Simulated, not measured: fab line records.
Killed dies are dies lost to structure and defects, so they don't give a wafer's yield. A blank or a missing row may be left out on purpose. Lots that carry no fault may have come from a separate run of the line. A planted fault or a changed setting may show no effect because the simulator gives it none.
The tool behind it: which one?	flow rit-cmos	14 lots, 42 wafers sampled, at 2 steps of a route of 202

WHAT EACH GAUGE READ, for each wafer
RIT_FOX1_THK_MEAS_01. Usual: FOX1_OXIDE_THK typically reads 349 nm, with standard deviation 7.8.
lot	measured	on	FOX1_OXIDE_THK (nm)	flag
L999	day 1 18:10	film-metro-02	344 350 348	
L100	day 1 23:35	film-metro-01	348 354 351	
L101	day 2 03:39	film-metro-03	347 348 345	
L102	day 2 07:50	film-metro-03	344 334 336	
L103	day 2 12:58	film-metro-03	362 359 359	
L104	day 2 18:05	film-metro-03	337 338 344	
L106	day 3 06:55	film-metro-03	353 353 350	
L107	day 3 11:38	film-metro-02	422 434 434	OFF
L111	day 4 05:26	film-metro-01	345 345 348	
L112	day 4 10:05	film-metro-01	423 427 427	OFF
L117	day 5 12:14	film-metro-02	345 348 346	
L119	day 5 23:46	film-metro-02	343 349 339	
L120	day 6 04:21	film-metro-02	353 346 349	
L121	day 6 11:02	film-metro-03	356 348 349	

WHAT TOOL EACH LOT RAN ON (gives the tool, then ch and the chambers of the sampled wafers, and finally the start)
lot	RIT_FOX1_OXIDATION_00
L999	furnace-02 ch 0, day 1 16:50
L100	furnace-04 ch 0, day 1 22:16
L101	furnace-02 ch 0, day 2 02:20
L102	furnace-02 ch 0, day 2 06:31
L103	furnace-04 ch 0, day 2 11:38
L104	furnace-02 ch 0, day 2 16:46
L106	furnace-02 ch 0, day 3 05:35
L107	furnace-02 ch 0, day 3 10:19
L111	furnace-04 ch 0, day 4 04:07
L112	furnace-02 ch 0, day 4 08:46
L117	furnace-01 ch 0, day 5 10:55
L119	furnace-01 ch 0, day 5 22:27
L120	furnace-01 ch 0, day 6 03:01
L121	furnace-01 ch 0, day 6 09:43
- RIT_FOX1_OXIDATION_00: target thk 350.7 nm, ox time 1130 s.

AS READ BY THE TOOLS THEMSELVES (means over the sampled wafers that have a number; for cases with no such wafer, the mark the record gives instead)
RIT_FOX1_OXIDATION_00. Usual: spike-tc-load-C 1126.8 C, standard deviation 2.8; zone-power-load-pct 46 %, standard deviation 6.8.
lot	tool	spike-tc-load-C (C)	zone-power-load-pct (%)	flag
L999	furnace-02	1124.3	53	
L100	furnace-04	1126.3	40	
L101	furnace-02	1124.1	53	
L102	furnace-02	1125.3	52	
L103	furnace-04	1126.8	40	
L104	furnace-02	1125.8	53	
L106	furnace-02	1125.3	53	
L107	furnace-02	1125.0	53	
L111	furnace-04	1125.8	40	
L112	furnace-02	1125.5	53	
L117	furnace-01	1131.6	38	
L119	furnace-01	1131.1	38	
L120	furnace-01	1131.4	38	
L121	furnace-01	1131.3	38	

THE ANSWER, worked out from the rows above alone
Rule: a lot is off if the mean of its wafers that have a number lies more than 3 standard deviations from the usual mean. Also off: a lot with no number at a reading for which 4 or more lots have one. All remaining lots with rows at the step are treated as sound. After the gauges, taken in route order, come the tools' own readings; for these a lot's mean is taken, as printed above. The first step at which some lot is off is used, and at that step the reading that is off furthest; a lot without a number counts as furthest.
Off: L107, L112, at RIT_FOX1_THK_MEAS_01 (FOX1_OXIDE_THK).
A tool fits if, at a process step before that reading, it ran every lot that is off, and no sound lot after the first of them. Those tools and the gauges at RIT_FOX1_THK_MEAS_01 are tried in the same way. One fits: furnace-02 at RIT_FOX1_OXIDATION_00. Its last sound lot is L106 (day 3 05:35), its first lot that is off L107 (day 3 10:19): a fault that began between those two fits.

WHAT THE SIMULATOR PUT IN
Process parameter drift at RIT_FOX1_OXIDATION_00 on furnace-02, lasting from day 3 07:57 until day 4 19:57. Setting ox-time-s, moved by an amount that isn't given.
Shown lots that were struck: L107, L112. The same result came from the rule above.
